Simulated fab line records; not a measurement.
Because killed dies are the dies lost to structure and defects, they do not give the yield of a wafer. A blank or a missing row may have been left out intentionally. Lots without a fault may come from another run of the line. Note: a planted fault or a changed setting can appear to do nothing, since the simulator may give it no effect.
A struck lot beside a sound one    flow rit cmos    18 steps out of a route of 202
Sound: the wafers L842.1, L842.4, L842.5. Struck: wafers L854.1, L854.4 (left out: L854.6, a lot-mate that was not struck); the cause follows at the end.
Order at every step that has rows: each side's tool, ch and its chambers, its first start. Under that, the readings that differ: sound wafers    struck wafers    difference of the means    sigmas: that difference in standard deviations of wafers without a fault.
alike: readings whose means differ by less than 2 such deviations, and words and numbers that are the same on both sides. not compared: withheld readings, readings that some wafer has no value for, bounds like >300 that may hide the same value, and numbers for which the record gives no deviation and whose values overlap.
Wherever a step has rows on one side only, a row that says differs or no value, or a row with sigmas, the two part there. Non-overlapping numbers with no deviation appear without sigmas and do not part them. Lack of a reading on every wafer of one side parts them only where that side has two or more wafers.

RIT_M1_SPUTTER_00: material Al, target thk 400 nm, time 500 s.
  struck on pvd sputter-02, day 6 08:55; sound on pvd sputter-04, day 3 13:51
  alike: chamber pressure pa, throttle valve pct
RIT_M1_RS_MEAS_01: the measuring method here is four-point-probe.
  struck on film metro-04, day 6 09:12; sound on film metro-01, day 3 14:09
  alike: M1_AL_RS
RIT_M1_THK_MEAS_02: measures by xrf.
  struck on film metro-04, day 6 09:19; sound on film metro-01, day 3 14:16
  alike: M1_AL_THK
then, 6 steps without rows for these wafers: RIT_M1_HMDS_03 (prime time 60 s); RIT_M1_COAT_04 (resist thk 1300 nm); RIT_M1_SOFTBAKE_05 (time 60 s); RIT_M1_EXPOSE_06 (exposes mask M12, target cd 2600 nm); RIT_M1_PEB_07; RIT_M1_DEVELOP_08 (develop time 68 s).
RIT_M1_CD_MEAS_09 targets a cd of 2600 nm.
  struck on cd sem-02, day 6 10:16; sound on cd sem-01, day 3 15:13
  alike: cd nm
RIT_M1_OVL_MEAS_10:
  struck on overlay-02, day 6 10:23; sound on overlay-02, day 3 15:20
reading      sound           struck    difference  sigmas
M1_OVL (nm)  -3.3 -3.8 -2.8  -1.3 1.7  +3.5        +2
then, 1 step without rows for these wafers: RIT_M1_HARDBAKE_11 (time 120 s).
RIT_M1_METAL_ETCH_12: etches Al in Cl2/BCl3, stops on SiO2, time 168.9 s, target depth 600 nm.
  sound on rie metal-02 ch 0,1, day 3 15:37; struck on rie metal-02 ch 0, day 6 10:40
reading                                  sound              struck       difference  sigmas
oes product au (a.u.)                    0.786 0.780 0.782  0.753 0.757  -0.028      -2
model.NOVOLAK_of_M1_COAT_04.thk nm (nm)  796.1 798.1 791.3  929 929.5    +134        
model.M1.feature depth nm (nm)           427.4 426.6 424    371.5 374.3  -53.1       
model.etch.depth nm (nm)                 394.2 393 390.2    371.5 374.3  -19.6       
  alike: drypump motor current A, throttle valve pct
  not compared: rf hours counter h
then, 1 step without rows for these wafers: RIT_M1_STRIP_13 (strips in nmp, time 600 s).
RIT_M1_STRIP_14: strips in O2, time 180 s.
  sound on plasma asher-03 ch 0,1, day 3 15:57; struck on plasma asher-02 ch 0,1, day 6 11:13
  alike: drypump motor current A, o2 flow sccm
  not compared: rf hours counter h
RIT_M1_CD_MEAS_90 targets a cd of 2600 nm.
  struck on cd sem-02, day 6 11:23; sound on cd sem-02, day 3 16:07
reading     sound                 struck         difference  sigmas
cd nm (nm)  2604.0 2599.1 2599.5  2615.0 2619.1  +16.2       +6
then, 1 step without rows for these wafers: RIT_M1_ANNEAL_15 (time 1842 s).
RIT_M1_PROBE_99:
  struck on prober-01, day 6 13:13; sound on prober-01, day 3 17:52
reading                                 sound                struck       difference  sigmas
defect limited yield (%)                98.5 97.3 97.3       0.8 0        -97.3       -75
killed_at_M0_to_M3                      0 0 0                254 261      +258        +99 or more
killed dies                             4 7 7                262 264      +257        +76
killed on rim                           2 2 2                70 70        +68         +52
sort_bin_5_function (%)                 0.8 2.7 0.4          99.2 99.2    +97.9       +99 or more
sort n pass                             260 257 257          2 0          -257        -76
sort yield pct (%)                      98.5 97.3 97.3       0.8 0        -97.3       -75
model.etest.tester.sort n pass          260 257 257          2 0          -257        
model.etest.tester.sort yield pct (%)   98.48 97.35 97.35    0.7576 0     -97.3479    
model.etest.tester.sort_bin_5_pct (%)   0.7576 2.652 0.3788  99.24 99.24  +97.98      
model.etest.pmos_0p15.short             0 0 0                1 1          +1          
model.etest.diode pplus nwell.short     0 0 0                1 1          +1          
model.etest.ppoly sal.short             0 0 0                1 1          +1          
model.etest.retro edge nmos.over limit  0 0 0                1 1          +1          
model.etest.contact pplus.short         0 0 0                1 1          +1          
  alike: killed at contacts, killed at front end, killed open, killed short, sort_bin_3_pad_short, sort_bin_6_memory

== WHERE THEY PART ==
Earliest at RIT_M1_OVL_MEAS_10; latest, in this record, at RIT_M1_PROBE_99.

WHY: the cause the simulator had injected
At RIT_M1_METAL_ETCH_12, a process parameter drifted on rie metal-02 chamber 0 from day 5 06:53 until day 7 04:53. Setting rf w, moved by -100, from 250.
